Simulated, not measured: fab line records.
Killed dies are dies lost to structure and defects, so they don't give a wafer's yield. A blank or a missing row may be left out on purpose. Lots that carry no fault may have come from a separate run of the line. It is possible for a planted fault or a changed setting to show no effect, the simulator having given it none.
fab line records ; flow rit-cmos ; part 1 of 2: steps 1 to 28 of 29
[record] lots = 5; wafers = 23
route steps=202 shown ACTIVE@2 PRETRO@66 GATE@89 REOX@101 PLDD@116 SPACER@125 PSD@149 M1@192
start-h: hours from the record's first day to the start of the lot's first wafer shown ; wait-h: hours elapsed since this lot's preceding step ; " as in the row above ; L1.1+2: a row that stands for several wafers ; - value missing, or start not given ; * or withheld: withheld ; < > ~ a bound
route shown NAME@n: a module of which the file shows steps, and the number in the route of the first ; usual: mean/standard deviation taken from wafers without a fault ; same: alike in all rows ; chamber/n: place in a boat ; sites: each site's reading ; _std_site: standard deviation across them ; _edge_site: outer sites' mean less inner sites' ; radius-mm: for every site, how far away it sits from the centre of the wafer ; mask NAME#n: copy n ; behind: the most recent tool/chamber to have shaped the wafer ; hold: why the lot went on hold/how many hours it stayed there/how the hold came to an end ; device: names the non-switching transistor (n, p or np) ; end of line: the tests these same wafers got at the end of their route ; for a step that has no rows: nothing shown but its recipe ; killed: count of dies lost to structure and defects at first sort (not the wafer's yield) ; map: per-die view of a wafer (x killed, . not killed, _ where there is no die)
set.NAME: the setting that was run; set.NAME@STEP: the one run at that earlier step ; model.NAME: the simulator's own value behind a step, which no gauge read
lots whose settings were changed on purpose; a table a step, a row a wafer
[[steps]]
[step RIT_ACTIVE_OXIDATION_01]
[recipe] temp-c = 1000; ambient = O2; target-thk-a = 468; ox-time-s = 3360
lot.wafer;tool;chamber;start-h;wait-h;set.ox-time-s;model.SiO2_of_ACTIVE_OXIDATION_01.thk-nm
L077.1;-;-;-;0.5;3765;51.09
L077.2;-;-;-;0.5;3765;50.9
L077.3;-;-;-;0.5;3765;51.26
L077.5;-;-;-;0.5;3765;50.94
L077.6;-;-;-;0.5;3765;51.07
L079.1;-;-;-;0.1;3010;44.51
L079.2;-;-;-;0.1;3010;43.73
L079.4;-;-;-;0.1;3010;42.81
L079.5;-;-;-;0.1;3010;42.76
L079.6;-;-;-;0.1;3010;43.78
L082.1;-;-;-;3.5;3124;45.62
L082.2;-;-;-;3.5;3124;45.77
L082.3;-;-;-;3.5;3124;46.08
L082.4;-;-;-;3.5;3124;45.18
L082.5;-;-;-;3.5;3124;46.17
L083.1;furnace-01;0;58.14;3.1;3360;45.97
L083.5;furnace-01;0;58.14;3.1;3360;46.9
L083.6;furnace-01;0;58.14;3.1;3360;46.44
L085.2;-;-;-;2.5;3360;46.32
L085.3;-;-;-;2.5;3360;46.87
L085.4;-;-;-;2.5;3360;47.19
L085.5;-;-;-;2.5;3360;45.97
L085.6;-;-;-;2.5;3360;46.7
[step RIT_ACTIVE_THK_MEAS_02]
[recipe] reads = SiO2_of_ACTIVE_OXIDATION_01
[usual] ACTIVE_OXIDE_THK = 46.8/0.66
lot.wafer;tool;chamber;start-h;wait-h;set.ox-time-s@ACTIVE_OXIDATION_01;ACTIVE_OXIDE_THK[nm]
L077.1;film-metro-03;-;-;-;3765;51.1
L077.2;film-metro-03;-;-;-;3765;50.9
L077.3;film-metro-03;-;-;-;3765;51.2
L077.5;film-metro-03;-;-;-;3765;50.9
L077.6;film-metro-03;-;-;-;3765;51.1
L079.1;film-metro-03;-;-;-;3010;44.5
L079.2;film-metro-03;-;-;-;3010;43.7
L079.4;film-metro-03;-;-;-;3010;42.8
L079.5;film-metro-03;-;-;-;3010;42.8
L079.6;film-metro-03;-;-;-;3010;43.8
L082.1;film-metro-03;-;-;-;3124;45.6
L082.2;film-metro-03;-;-;-;3124;45.8
L082.3;film-metro-03;-;-;-;3124;46.0
L082.4;film-metro-03;-;-;-;3124;45.2
L082.5;film-metro-03;-;-;-;3124;46.2
L083.1;film-metro-01;-;60.08;0.0;3360;46.0
L083.5;film-metro-01;-;60.08;0.0;3360;46.9
L083.6;film-metro-01;-;60.08;0.0;3360;46.5
L085.2;film-metro-03;-;-;-;3360;46.3
L085.3;film-metro-03;-;-;-;3360;46.9
L085.4;film-metro-03;-;-;-;3360;47.2
L085.5;film-metro-03;-;-;-;3360;46.0
L085.6;film-metro-03;-;-;-;3360;46.7
[step RIT_ACTIVE_COAT_06]
[recipe] resist = NOVOLAK; spin-rpm = 3250; resist-thk-nm = 1000
lot.wafer;tool;chamber;start-h;wait-h;set.resist-thk-nm;model.NOVOLAK_of_ACTIVE_COAT_06.thk-nm
L077.1;litho-track-03;0;29.15;0.1;955;953.1
L077.2;litho-track-03;0;29.15;0.1;955;951
L077.3;litho-track-03;0;29.15;0.1;955;952.1
L077.5;litho-track-03;0;29.15;0.1;1000;995.7
L077.6;litho-track-03;0;29.15;0.1;1000;996.8
L079.1;litho-track-03;0;38.86;0.1;1000;997.3
L079.2;litho-track-03;0;38.86;0.1;1049;1049
L079.4;litho-track-03;0;38.86;0.1;1000;999.1
L079.5;litho-track-03;0;38.86;0.1;1049;1047
L079.6;litho-track-03;0;38.86;0.1;1000;1002
L082.1;litho-track-01;0;57.15;0.1;1000;994.8
L082.2;litho-track-01;0;57.15;0.1;968.1;961.3
L082.3;litho-track-01;0;57.15;0.1;968.1;966.3
L082.4;litho-track-01;0;57.15;0.1;968.1;965.8
L082.5;litho-track-01;0;57.15;0.1;1000;997.3
L083.1;litho-track-04;0;61.76;0.1;1000;999.6
L083.5;litho-track-04;0;61.76;0.1;1000;998.1
L083.6;litho-track-04;0;61.76;0.1;1000;998.2
L085.2;litho-track-04;0;71.19;0.1;1000;998.3
L085.3;litho-track-04;0;71.19;0.1;1000;995.5
L085.4;litho-track-04;0;71.19;0.1;1038;1033
L085.5;litho-track-04;0;71.19;0.1;1038;1037
L085.6;litho-track-04;0;71.19;0.1;1038;1034
[step RIT_PRETRO_SOFTBAKE_02]
[recipe] resist = NOVOLAK; temp-c = 90; time-s = 60
lot.wafer;tool;chamber;start-h;wait-h;set.temp-c
L077.1+2+3;litho-track-03;0;46.45;0.1;90
L077.5+6;litho-track-03;0;46.45;0.1;92.19
L079.1+4+5;litho-track-03;0;68.39;0.1;91.11
L079.2+6;litho-track-03;0;68.39;0.1;90
L082.1+3;litho-track-03;0;79.85;0.1;92.25
L082.2+4+5;litho-track-03;0;79.85;0.1;90
L083.1+5+6;litho-track-04;0;84.35;0.1;90
L085.2+5;litho-track-01;0;89.44;0.1;90
L085.3+4+6;litho-track-01;0;89.44;0.1;86.99
[step RIT_PRETRO_EXPOSE_03]
[recipe] mask-id = M5; na = 0.57; target-cd-nm = 43700; dose-mj = 250
[step RIT_PRETRO_PEB_04]
[recipe] resist = NOVOLAK; temp-c = withheld; time-s = withheld
[step RIT_PRETRO_DEVELOP_05]
[recipe] resist = NOVOLAK; develop-time-s = 66.21; dev-temp-c = 23
lot.wafer;tool;chamber;start-h;wait-h;set.temp-c@PRETRO_SOFTBAKE_02;model.NOVOLAK_of_PRETRO_COAT_01.thk-nm
L077.1;litho-track-04;0;-;-;90;1303
L077.2;litho-track-04;0;-;-;90;1300
L077.3;litho-track-04;0;-;-;90;1299
L077.5;litho-track-04;0;-;-;92.19;1293
L077.6;litho-track-04;0;-;-;92.19;1294
L079.1;litho-track-03;0;-;-;91.11;1300
L079.2;litho-track-03;0;-;-;90;1299
L079.4;litho-track-03;0;-;-;91.11;1299
L079.5;litho-track-03;0;-;-;91.11;1297
L079.6;litho-track-03;0;-;-;90;1303
L082.1;litho-track-03;0;-;-;92.25;1293
L082.2;litho-track-03;0;-;-;90;1295
L082.3;litho-track-03;0;-;-;92.25;1289
L082.4;litho-track-03;0;-;-;90;1301
L082.5;litho-track-03;0;-;-;90;1300
L083.1;litho-track-01;0;-;-;90;1297
L083.5;litho-track-01;0;-;-;90;1295
L083.6;litho-track-01;0;-;-;90;1296
L085.2+5;litho-track-01;0;-;-;90;1301
L085.3;litho-track-01;0;-;-;86.99;1314
L085.4;litho-track-01;0;-;-;86.99;1313
L085.6;litho-track-01;0;-;-;86.99;1309
[step RIT_PRETRO_IMPLANT_08]
[recipe] species = B; energy-kev = 45; dose-cm2 = 1.2e+13; tilt-deg = 7
lot.wafer;tool;chamber;start-h;wait-h;set.dose-cm2
L077.1+2+6;implanter-01;0;47.44;0.2;1.2e+13
L077.3+5;implanter-01;0;47.44;0.2;1.123e+13
L079.1+5;implanter-03;0;69.27;0.2;1.156e+13
L079.2+4+6;implanter-03;0;69.27;0.2;1.2e+13
L082.1+2+3+4+5;implanter-04;0;80.84;0.2;1.2e+13
L083.1+5+6;implanter-03;0;85.40;0.2;1.2e+13
L085.2+5+6;implanter-03;0;90.31;0.2;1.2e+13
L085.3+4;implanter-03;0;90.31;0.2;1.261e+13
[step RIT_PRETRO_STRIP_09]
[recipe] chemistry = O2; time-s = 180; resist = NOVOLAK; platen-temp-c = withheld; power-w = 500; pressure-mtorr = 4000; o2-flow-sccm = 4000
[step RIT_PRETRO_TW_MEAS_10]
[usual] PRETRO_TW = 476/4
lot.wafer;tool;chamber;start-h;wait-h;set.dose-cm2@PRETRO_IMPLANT_08;PRETRO_TW
L077.1;film-metro-04;-;47.77;0.1;1.2e+13;482
L077.2;film-metro-04;-;47.77;0.1;1.2e+13;479
L077.3;film-metro-04;-;47.77;0.1;1.123e+13;474
L077.5;film-metro-04;-;47.77;0.1;1.123e+13;471
L077.6;film-metro-04;-;47.77;0.1;1.2e+13;480
L079.1;film-metro-04;-;69.60;0.1;1.156e+13;479
L079.2;film-metro-04;-;69.60;0.1;1.2e+13;479
L079.4;film-metro-04;-;69.60;0.1;1.2e+13;481
L079.5;film-metro-04;-;69.60;0.1;1.156e+13;477
L079.6;film-metro-04;-;69.60;0.1;1.2e+13;482
L082.1;film-metro-03;-;81.17;0.1;1.2e+13;476
L082.2;film-metro-03;-;81.17;0.1;1.2e+13;478
L082.3;film-metro-03;-;81.17;0.1;1.2e+13;479
L082.4;film-metro-03;-;81.17;0.1;1.2e+13;477
L082.5;film-metro-03;-;81.17;0.1;1.2e+13;477
L083.1;film-metro-02;-;85.72;0.1;1.2e+13;473
L083.5;film-metro-02;-;85.72;0.1;1.2e+13;474
L083.6;film-metro-02;-;85.72;0.1;1.2e+13;475
L085.2;film-metro-02;-;90.62;0.1;1.2e+13;472
L085.3;film-metro-02;-;90.62;0.1;1.261e+13;482
L085.4;film-metro-02;-;90.62;0.1;1.261e+13;483
L085.5;film-metro-02;-;90.62;0.1;1.2e+13;475
L085.6;film-metro-02;-;90.62;0.1;1.2e+13;476
[step RIT_GATE_EXPOSE_13]
[recipe] mask-id = M6; na = 0.6; source-shape = conventional; sigma-outer = 0.6; target-cd-nm = 150; dose-mj = 380
lot.wafer;tool;chamber;start-h;wait-h;mask;set.dose-mj
L077.1+2+3+5+6;iline-stepper-01;0;59.21;0.1;M6#0;380
L079.1+4+6;iline-stepper-01;0;74.80;0.2;M6#0;400
L079.2+5;iline-stepper-01;0;74.80;0.2;M6#0;380
L082.1+2+5;iline-stepper-01;0;88.28;0.2;M6#0;369.2
L082.3+4;iline-stepper-01;0;88.28;0.2;M6#0;380
L083.1+5+6;iline-stepper-02;0;96.33;0.3;M6#0;380
L085.2+4;iline-stepper-02;0;98.91;0.2;M6#0;400.7
L085.3+5+6;iline-stepper-02;0;98.91;0.2;M6#0;380
[step RIT_REOX_OXIDATION_03]
[recipe] temp-c = 900; ambient = O2; target-thk-a = 252; ox-time-s = 5580
lot.wafer;tool;chamber;start-h;wait-h;set.temp-c;model.SiO2_of_REOX_OXIDATION_03.thk-nm
L077.1;-;-;-;4.0;921.9;30.32
L077.2;-;-;-;4.0;921.9;30.28
L077.3;-;-;-;4.0;921.9;30.4
L077.5;-;-;-;4.0;921.9;30.43
L077.6;-;-;-;4.0;921.9;30.54
L079.1;-;-;-;0.9;920.6;30.79
L079.2;-;-;-;0.9;920.6;30.72
L079.4;-;-;-;0.9;920.6;30.78
L079.5;-;-;-;0.9;920.6;30.63
L079.6;-;-;-;0.9;920.6;30.77
L082.1;-;-;-;1.6;906.9;27.08
L082.2;-;-;-;1.6;906.9;26.95
L082.3;-;-;-;1.6;906.9;26.92
L082.4;-;-;-;1.6;906.9;27.09
L082.5;-;-;-;1.6;906.9;26.77
L083.1;furnace-01;0;99.58;1.8;900;25.02
L083.5;furnace-01;0;99.58;1.8;900;24.81
L083.6;furnace-01;0;99.58;1.8;900;24.89
L085.2;-;-;-;0.3;914.9;29.79
L085.3;-;-;-;0.3;914.9;30.25
L085.4;-;-;-;0.3;914.9;29.92
L085.5;-;-;-;0.3;914.9;30.06
L085.6;-;-;-;0.3;914.9;29.95
[step RIT_REOX_THK_MEAS_04]
[recipe] reads = SiO2_of_REOX_OXIDATION_03
[usual] REOX_OXIDE_THK = 25.0/0.5
lot.wafer;tool;chamber;start-h;wait-h;set.temp-c@REOX_OXIDATION_03;REOX_OXIDE_THK[nm]
L077.1;film-metro-01;-;-;-;921.9;30.3
L077.2;film-metro-01;-;-;-;921.9;30.3
L077.3;film-metro-01;-;-;-;921.9;30.4
L077.5;film-metro-01;-;-;-;921.9;30.4
L077.6;film-metro-01;-;-;-;921.9;30.5
L079.1;film-metro-03;-;-;-;920.6;30.8
L079.2;film-metro-03;-;-;-;920.6;30.7
L079.4;film-metro-03;-;-;-;920.6;30.7
L079.5;film-metro-03;-;-;-;920.6;30.6
L079.6;film-metro-03;-;-;-;920.6;30.8
L082.1;film-metro-01;-;-;-;906.9;27.1
L082.2;film-metro-01;-;-;-;906.9;26.9
L082.3;film-metro-01;-;-;-;906.9;27.0
L082.4;film-metro-01;-;-;-;906.9;27.1
L082.5;film-metro-01;-;-;-;906.9;26.8
L083.1;film-metro-04;-;102.13;0.0;900;25.0
L083.5;film-metro-04;-;102.13;0.0;900;24.8
L083.6;film-metro-04;-;102.13;0.0;900;24.9
L085.2;film-metro-04;-;-;-;914.9;29.8
L085.3;film-metro-04;-;-;-;914.9;30.2
L085.4;film-metro-04;-;-;-;914.9;29.9
L085.5;film-metro-04;-;-;-;914.9;30.0
L085.6;film-metro-04;-;-;-;914.9;30.0
[step RIT_PLDD_SOFTBAKE_02]
[recipe] resist = NOVOLAK; temp-c = 90; time-s = 60
lot.wafer;tool;chamber;start-h;wait-h;set.temp-c
L077.1+2+3+5+6;litho-track-02;0;69.02;0.1;90
L079.1+2+4;litho-track-02;0;81.81;0.1;87.54
L079.5+6;litho-track-02;0;81.81;0.1;90
L082.1+5;litho-track-01;0;96.06;0.1;86.87
L082.2+3+4;litho-track-01;0;96.06;0.1;90
L083.1+5+6;litho-track-02;0;104.27;0.1;90
L085.2+4+6;litho-track-02;0;105.20;0.1;91.97
L085.3+5;litho-track-02;0;105.20;0.1;90
[step RIT_PLDD_EXPOSE_03]
[recipe] mask-id = M8; na = 0.57; target-cd-nm = 40900; dose-mj = 250
[step RIT_PLDD_PEB_04]
[recipe] resist = NOVOLAK; temp-c = withheld; time-s = withheld
[step RIT_PLDD_DEVELOP_05]
[recipe] resist = NOVOLAK; develop-time-s = 50; dev-temp-c = 23
lot.wafer;tool;chamber;start-h;wait-h;set.temp-c@PLDD_SOFTBAKE_02;model.NOVOLAK_of_PLDD_COAT_01.thk-nm
L077.1;litho-track-01;0;-;-;90;999.9
L077.2;litho-track-01;0;-;-;90;997.6
L077.3;litho-track-01;0;-;-;90;1001
L077.5+6;litho-track-01;0;-;-;90;1000
L079.1;litho-track-02;0;-;-;87.54;1007
L079.2;litho-track-02;0;-;-;87.54;1006
L079.4;litho-track-02;0;-;-;87.54;1008
L079.5;litho-track-02;0;-;-;90;1000
L079.6;litho-track-02;0;-;-;90;1003
L082.1;litho-track-04;0;-;-;86.87;1010
L082.2;litho-track-04;0;-;-;90;999.7
L082.3;litho-track-04;0;-;-;90;997.7
L082.4;litho-track-04;0;-;-;90;1002
L082.5;litho-track-04;0;-;-;86.87;1011
L083.1;litho-track-01;0;-;-;90;996.3
L083.5;litho-track-01;0;-;-;90;996.1
L083.6;litho-track-01;0;-;-;90;997.9
L085.2;litho-track-04;0;-;-;91.97;992.3
L085.3;litho-track-04;0;-;-;90;997.4
L085.4;litho-track-04;0;-;-;91.97;991.6
L085.5;litho-track-04;0;-;-;90;997.7
L085.6;litho-track-04;0;-;-;91.97;991
[step RIT_PLDD_IMPLANT_08]
[recipe] species = BF2; energy-kev = 20; dose-cm2 = 9e+14; tilt-deg = 7
lot.wafer;tool;chamber;start-h;wait-h;set.energy-kev;model.implant.rp-nm;model.implant.drp-nm
L077.1+3;implanter-02;0;69.89;0.1;20;17.94;9.752
L077.2+5+6;implanter-02;0;69.89;0.1;19.11;17.31;9.445
L079.1+2+4+5+6;implanter-03;0;82.68;0.1;20;17.76;9.752
L082.1+3+5;implanter-02;0;96.80;0.1;20;17.99;9.752
L082.2+4;implanter-02;0;96.80;0.1;20.32;18.21;9.861
L083.1+5+6;implanter-04;0;105.13;0.1;20;17.64;9.752
L085.2+4+5;implanter-02;0;105.93;0.1;20;17.28;9.752
L085.3+6;implanter-02;0;105.93;0.1;20.97;17.93;10.08
[step RIT_PLDD_STRIP_09]
[recipe] chemistry = O2; time-s = 180; resist = NOVOLAK; platen-temp-c = withheld; power-w = 500; pressure-mtorr = 4000; o2-flow-sccm = 4000
[step RIT_PLDD_TW_MEAS_10]
[usual] PLDD_TW = 2341/10
lot.wafer;tool;chamber;start-h;wait-h;set.energy-kev@PLDD_IMPLANT_08;PLDD_TW
L077.1;film-metro-01;-;70.21;0.1;20;2354
L077.2;film-metro-01;-;70.21;0.1;19.11;2328
L077.3;film-metro-01;-;70.21;0.1;20;2366
L077.5;film-metro-01;-;70.21;0.1;19.11;2325
L077.6;film-metro-01;-;70.21;0.1;19.11;2329
L079.1;film-metro-01;-;83.00;0.1;20;2336
L079.2;film-metro-01;-;83.00;0.1;20;2345
L079.4;film-metro-01;-;83.00;0.1;20;2350
L079.5;film-metro-01;-;83.00;0.1;20;2344
L079.6;film-metro-01;-;83.00;0.1;20;2325
L082.1;film-metro-01;-;97.13;0.1;20;2339
L082.2;film-metro-01;-;97.13;0.1;20.32;2347
L082.3;film-metro-01;-;97.13;0.1;20;2334
L082.4;film-metro-01;-;97.13;0.1;20.32;2352
L082.5;film-metro-01;-;97.13;0.1;20;2346
L083.1;film-metro-01;-;105.46;0.1;20;2335
L083.5;film-metro-01;-;105.46;0.1;20;2340
L083.6;film-metro-01;-;105.46;0.1;20;2341
L085.2;film-metro-02;-;106.24;0.1;20;2329
L085.3;film-metro-02;-;106.24;0.1;20.97;2381
L085.4;film-metro-02;-;106.24;0.1;20;2337
L085.5;film-metro-02;-;106.24;0.1;20;2344
L085.6;film-metro-02;-;106.24;0.1;20.97;2377
[step RIT_SPACER_CLEAN_00]
[recipe] chemistry = SC1; mix = 3:3:50; time-s = 600; temp-c = 75
lot.wafer;tool;chamber;start-h;wait-h;set.temp-c@REOX_OXIDATION_03;model.SiO2_of_REOX_OXIDATION_03.thk-nm
L077.1;wet-bench-02;2;70.27;0.1;921.9;27.95
L077.2;wet-bench-02;2;70.27;0.1;921.9;27.92
L077.3;wet-bench-02;2;70.27;0.1;921.9;28.05
L077.5;wet-bench-02;2;70.27;0.1;921.9;28.06
L077.6;wet-bench-02;2;70.27;0.1;921.9;28.18
L079.1;wet-bench-03;3;83.06;0.1;920.6;28.43
L079.2;wet-bench-03;3;83.06;0.1;920.6;28.35
L079.4+6;wet-bench-03;3;83.06;0.1;920.6;28.41
L079.5;wet-bench-03;3;83.06;0.1;920.6;28.29
L082.1+4;wet-bench-01;2;97.19;0.1;906.9;25.01
L082.2;wet-bench-01;2;97.19;0.1;906.9;24.88
L082.3;wet-bench-01;2;97.19;0.1;906.9;24.85
L082.5;wet-bench-01;2;97.19;0.1;906.9;24.71
L083.1;wet-bench-01;1;105.52;0.1;900;23.08
L083.5;wet-bench-01;1;105.52;0.1;900;22.89
L083.6;wet-bench-01;1;105.52;0.1;900;22.97
L085.2;wet-bench-01;0;106.29;0.0;914.9;27.5
L085.3;wet-bench-01;0;106.29;0.0;914.9;27.92
L085.4;wet-bench-01;0;106.29;0.0;914.9;27.63
L085.5;wet-bench-01;0;106.29;0.0;914.9;27.76
L085.6;wet-bench-01;0;106.29;0.0;914.9;27.66
[step RIT_SPACER_CVD_03]
[recipe] material = Si3N4; target-thk-nm = 250; temp-c = 810; precursor = SiH2Cl2/NH3; time-s = 3300; pressure-mtorr = 300; sih2cl2-flow-sccm = 60; nh3-flow-sccm = 150
lot.wafer;tool;chamber;start-h;wait-h;set.pressure-mtorr;model.Si3N4_of_SPACER_CVD_03.thk-nm
L077.1;-;-;-;0.0;275.5;243.7
L077.2;-;-;-;0.0;275.5;243.5
L077.3;-;-;-;0.0;275.5;242.7
L077.5;-;-;-;0.0;275.5;243.9
L077.6;-;-;-;0.0;275.5;245.7
L079.1;-;-;-;0.0;259.4;240.6
L079.2;-;-;-;0.0;259.4;241.9
L079.4;-;-;-;0.0;259.4;241.8
L079.5;-;-;-;0.0;259.4;240.5
L079.6;-;-;-;0.0;259.4;243.1
L082.1;-;-;-;0.0;267.3;242.4
L082.2+5;-;-;-;0.0;267.3;243
L082.3;-;-;-;0.0;267.3;242.9
L082.4;-;-;-;0.0;267.3;242.6
L083.1;lpcvd-01;1;105.89;0.0;300;246.2
L083.5;lpcvd-01;1;105.89;0.0;300;248.3
L083.6;lpcvd-01;1;105.89;0.0;300;248.9
L085.2;-;-;-;1.1;275.6;242.7
L085.3;-;-;-;1.1;275.6;242
L085.4;-;-;-;1.1;275.6;243.1
L085.5;-;-;-;1.1;275.6;245.1
L085.6;-;-;-;1.1;275.6;242.8
[step RIT_PSD_HARDBAKE_07]
[recipe] resist = NOVOLAK; temp-c = 140; time-s = 60
lot.wafer;tool;chamber;start-h;wait-h;set.temp-c
L077.1+5+6;litho-track-04;0;76.15;0.0;136
L077.2+3;litho-track-04;0;76.15;0.0;140
L079.1+2+4+5+6;litho-track-03;0;90.60;0.0;140
L082.1+2+3+4+5;litho-track-04;0;103.15;0.0;140
L083.1+5+6;litho-track-03;0;110.69;0.1;140
L085.2+3+4+5+6;litho-track-03;0;112.69;0.0;140
[step RIT_PSD_IMPLANT_08]
[recipe] species = BF2; energy-kev = 27; dose-cm2 = 5.092e+15; tilt-deg = 7
[step RIT_PSD_STRIP_09]
[recipe] chemistry = O2; time-s = 180; resist = NOVOLAK; platen-temp-c = withheld; power-w = 500; pressure-mtorr = 4000; o2-flow-sccm = 4000
[step RIT_SDANNEAL_RS_MEAS_06]
[recipe] thk-meas-gauge = four-point-probe
[usual] PLDD_RS = 178.8/0.5
lot.wafer;tool;chamber;start-h;wait-h;set.energy-kev@PLDD_IMPLANT_08;PLDD_RS[ohm/sq]
L077.1;film-metro-01;-;77.35;0.1;20;178.8
L077.2;film-metro-01;-;77.35;0.1;19.11;181.8
L077.3;film-metro-01;-;77.35;0.1;20;178.8
L077.5;film-metro-01;-;77.35;0.1;19.11;182.1
L077.6;film-metro-01;-;77.35;0.1;19.11;181.8
L079.1;film-metro-03;-;91.82;0.1;20;178.3
L079.2;film-metro-03;-;91.82;0.1;20;178.9
L079.4;film-metro-03;-;91.82;0.1;20;178.9
L079.5;film-metro-03;-;91.82;0.1;20;178.9
L079.6;film-metro-03;-;91.82;0.1;20;178.5
L082.1;film-metro-02;-;104.35;0.1;20;178.8
L082.2;film-metro-02;-;104.35;0.1;20.32;177.6
L082.3;film-metro-02;-;104.35;0.1;20;178.8
L082.4;film-metro-02;-;104.35;0.1;20.32;177.6
L082.5;film-metro-02;-;104.35;0.1;20;178.4
L083.1;film-metro-03;-;111.89;0.1;20;178.0
L083.5;film-metro-03;-;111.89;0.1;20;178.5
L083.6;film-metro-03;-;111.89;0.1;20;178.3
L085.2;film-metro-02;-;113.88;0.1;20;178.9
L085.3;film-metro-02;-;113.88;0.1;20.97;176.4
L085.4;film-metro-02;-;113.88;0.1;20;178.8
L085.5;film-metro-02;-;113.88;0.1;20;179.1
L085.6;film-metro-02;-;113.88;0.1;20.97;176.2
[step RIT_M1_DEVELOP_08]
[recipe] resist = NOVOLAK; develop-time-s = 68; dev-temp-c = 23
lot.wafer;tool;chamber;start-h;wait-h;set.develop-time-s
L077.1+3+6;litho-track-04;0;-;-;68
L077.2+5;litho-track-04;0;-;-;60.85
L079.1+5;litho-track-01;0;-;-;68
L079.2+4+6;litho-track-01;0;-;-;62.62
L082.1+4;litho-track-04;0;-;-;76.04
L082.2+3+5;litho-track-04;0;-;-;68
L083.1+5+6;litho-track-04;0;-;-;68
L085.2+3+5;litho-track-02;0;-;-;62.83
L085.4+6;litho-track-02;0;-;-;68
[step RIT_M1_CD_MEAS_09]
[recipe] target-cd-nm = 2600
[usual] cd-nm = 2600.4/2
lot.wafer;tool;chamber;start-h;wait-h;set.develop-time-s@M1_DEVELOP_08;cd-nm
L077.1;cd-sem-01;-;82.12;-;68;2598.1
L077.2;cd-sem-01;-;82.12;-;60.85;2609.0
L077.3;cd-sem-01;-;82.12;-;68;2600.3
L077.5;cd-sem-01;-;82.12;-;60.85;2607.3
L077.6;cd-sem-01;-;82.12;-;68;2599.0
L079.1;cd-sem-02;-;96.66;-;68;2599.1
L079.2;cd-sem-02;-;96.66;-;62.62;2608.0
L079.4;cd-sem-02;-;96.66;-;62.62;2606.7
L079.5;cd-sem-02;-;96.66;-;68;2599.0
L079.6;cd-sem-02;-;96.66;-;62.62;2606.0
L082.1;cd-sem-01;-;108.70;-;76.04;2589.5
L082.2;cd-sem-01;-;108.70;-;68;2599.1
L082.3;cd-sem-01;-;108.70;-;68;2601.5
L082.4;cd-sem-01;-;108.70;-;76.04;2590.4
L082.5;cd-sem-01;-;108.70;-;68;2599.0
L083.1;cd-sem-02;-;116.30;-;68;2601.6
L083.5;cd-sem-02;-;116.30;-;68;2600.2
L083.6;cd-sem-02;-;116.30;-;68;2599.5
L085.2;cd-sem-01;-;118.26;-;62.83;2606.9
L085.3;cd-sem-01;-;118.26;-;62.83;2606.5
L085.4;cd-sem-01;-;118.26;-;68;2599.0
L085.5;cd-sem-01;-;118.26;-;62.83;2606.0
L085.6;cd-sem-01;-;118.26;-;68;2600.6
[[key]]
[split] step = RIT_ACTIVE_OXIDATION_01; setting = ox-time-s; stated = 3360; by = lot
[response] step = RIT_ACTIVE_OXIDATION_01; reading = model.SiO2_of_ACTIVE_OXIDATION_01.thk-nm; change = +0.31; per = 1%; r = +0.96
[response] step = RIT_ACTIVE_THK_MEAS_02; reading = ACTIVE_OXIDE_THK; change = +0.311; per = 1%; r = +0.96
[split] step = RIT_ACTIVE_COAT_06; setting = resist-thk-nm; stated = 1000; by = wafer
[response] step = RIT_ACTIVE_COAT_06; reading = model.NOVOLAK_of_ACTIVE_COAT_06.thk-nm; change = +9.89; per = 1%; r = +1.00
[split] step = RIT_PRETRO_SOFTBAKE_02; setting = temp-c; stated = 90; by = wafer
[response] step = RIT_PRETRO_DEVELOP_05; reading = model.NOVOLAK_of_PRETRO_COAT_01.thk-nm; change = -3.02; per = 1%; r = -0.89
[split] step = RIT_PRETRO_IMPLANT_08; setting = dose-cm2; stated = 1.2e+13; by = wafer
[response] step = RIT_PRETRO_TW_MEAS_10; reading = PRETRO_TW; change = +1.29; per = 1%; r = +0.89
[split] step = RIT_GATE_EXPOSE_13; setting = dose-mj; stated = 380; by = wafer
[response] step = RIT_M1_PROBE_99; reading = model.etest.pmos_0p15.r-on-ohm-um; change = -99; per = 1%; r = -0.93
[response] step = RIT_M1_PROBE_99; reading = model.etest.nmos_0p15.r-on-ohm-um; change = -30; per = 1%; r = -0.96
[response] step = RIT_M1_PROBE_99; reading = model.etest.nmos-turned.drive-ua-um; change = +5.96; per = 1%; r = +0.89
[split] step = RIT_REOX_OXIDATION_03; setting = temp-c; stated = 900; by = lot
[response] step = RIT_REOX_OXIDATION_03; reading = model.SiO2_of_REOX_OXIDATION_03.thk-nm; change = +2.37; per = 1%; r = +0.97
[response] step = RIT_REOX_THK_MEAS_04; reading = REOX_OXIDE_THK; change = +2.37; per = 1%; r = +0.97
[response] step = RIT_SPACER_CLEAN_00; reading = model.SiO2_of_REOX_OXIDATION_03.thk-nm; change = +2.18; per = 1%; r = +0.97
[split] step = RIT_PLDD_SOFTBAKE_02; setting = temp-c; stated = 90; by = wafer
[response] step = RIT_PLDD_DEVELOP_05; reading = model.NOVOLAK_of_PLDD_COAT_01.thk-nm; change = -2.69; per = 1%; r = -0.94
[split] step = RIT_PLDD_IMPLANT_08; setting = energy-kev; stated = 20; by = wafer
[response] step = RIT_PLDD_IMPLANT_08; reading = model.implant.rp-nm; change = +0.137; per = 1%; r = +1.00
[response] step = RIT_PLDD_IMPLANT_08; reading = model.implant.drp-nm; change = +0.0684; per = 1%; r = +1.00
[response] step = RIT_PLDD_TW_MEAS_10; reading = PLDD_TW; change = +7.96; per = 1%; r = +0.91
[response] step = RIT_SDANNEAL_RS_MEAS_06; reading = PLDD_RS; change = -0.617; per = 1%; r = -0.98
[response] step = RIT_M1_PROBE_99; reading = model.etest.pldd.rs-ohm-sq; change = -23; per = 1%; r = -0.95
[split] step = RIT_SPACER_CVD_03; setting = pressure-mtorr; stated = 300; by = lot
[response] step = RIT_SPACER_CVD_03; reading = model.Si3N4_of_SPACER_CVD_03.thk-nm; change = +0.453; per = 1%; r = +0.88
[split] step = RIT_PSD_HARDBAKE_07; setting = temp-c; stated = 140; by = wafer
response none clear
[split] step = RIT_M1_DEVELOP_08; setting = develop-time-s; stated = 68; by = wafer
[response] step = RIT_M1_CD_MEAS_09; reading = cd-nm; change = -0.876; per = 1%; r = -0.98
